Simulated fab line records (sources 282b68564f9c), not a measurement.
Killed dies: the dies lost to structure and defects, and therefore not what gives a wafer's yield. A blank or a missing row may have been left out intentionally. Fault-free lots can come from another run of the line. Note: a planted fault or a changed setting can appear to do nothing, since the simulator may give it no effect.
Struck lot and sound lot, side by side    flow ritCmos    15 out of 202 route steps
Sound: the wafers L451.3, L451.4, L451.6. Wafers struck: L463.4, L463.5, L463.6. At the end, the cause is stated.
At each step with rows: each side's tool, then ch and its chambers, then its first start. Under that, the readings that differ: sound wafers    struck wafers    difference of the means    sigmas: that difference in standard deviations of wafers without a fault.
alike: a reading whose means differ by less than 2 such deviations, as well as words and numbers matching on both sides. not compared: withheld readings; readings where some wafer has no value; bounds like >300 that might hide an equal value; numbers whose values overlap and for which the record gives no deviation.
A row with sigmas, a row that says differs or no value, or rows on one side alone: a step with any of these is where the two part. Non-overlapping numbers with no deviation appear without sigmas and do not part them. Lack of a reading on every wafer of one side parts them only where that side has two or more wafers.

first, 1 step without rows for these wafers: RIT_NLDD_IMPLANT_08.
RIT_NLDD_STRIP_09: strips in O2, time 180 s.
  sound on plasmaAsher-03 ch 0,1, day 3 04:34; struck on plasmaAsher-04 ch 0,1, day 5 17:38
  alike: chamberPressureMTorr, drypumpMotorCurrentA, o2FlowSccm
  not compared: rfHoursCounterH
RIT_NLDD_TW_MEAS_10:
  sound on filmMetro-03 at day 3 04:43; struck on filmMetro-01 at day 5 17:46
  alike: NLDD_TW
then, 6 steps without rows for these wafers: RIT_PLDD_HMDS_00 (prime time 60 s); RIT_PLDD_COAT_01 (resist thk 1000 nm); RIT_PLDD_SOFTBAKE_02 (time 60 s); RIT_PLDD_EXPOSE_03 (exposes mask M8, target cd 40900 nm); RIT_PLDD_PEB_04; RIT_PLDD_DEVELOP_05 (develop time 50 s).
RIT_PLDD_OVL_MEAS_06:
  sound on overlay-01 at day 3 05:44; struck on overlay-02 at day 5 19:02
  alike: PLDD_OVL
then, 2 steps without rows for these wafers: RIT_PLDD_HARDBAKE_07 (time 60 s); RIT_PLDD_IMPLANT_08.
RIT_PLDD_STRIP_09: strips in O2, time 180 s.
  sound on plasmaAsher-01 ch 0,1, day 3 06:07; struck on plasmaAsher-02 ch 0,1, day 5 19:25
reading            sound           struck          difference  sigmas
o2FlowSccm (sccm)  3995 3984 3997  3192 3202 3203  -793        -72
  alike: chamberPressureMTorr, drypumpMotorCurrentA
  not compared: rfHoursCounterH
RIT_PLDD_TW_MEAS_10:
  sound on filmMetro-03 at day 3 06:15; struck on filmMetro-03 at day 5 19:34
  alike: PLDD_TW
RIT_M1_PROBE_99:
  sound on prober-02 at day 3 20:28; struck on prober-02 at day 6 09:09
  alike: killedAtContacts, killedAtFrontEnd, killedDies, killedOpen, killedShort

## WHERE THEY PART
Only at RIT_PLDD_STRIP_09, within this record. Later steps at which nothing parts them and some readings are alike: RIT_PLDD_TW_MEAS_10, RIT_M1_PROBE_99.

WHY: what the simulator had put in
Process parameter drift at RIT_PLDD_STRIP_09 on plasmaAsher-02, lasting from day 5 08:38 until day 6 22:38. A move of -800 in setting o2FlowSccm, from 4000. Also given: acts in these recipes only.
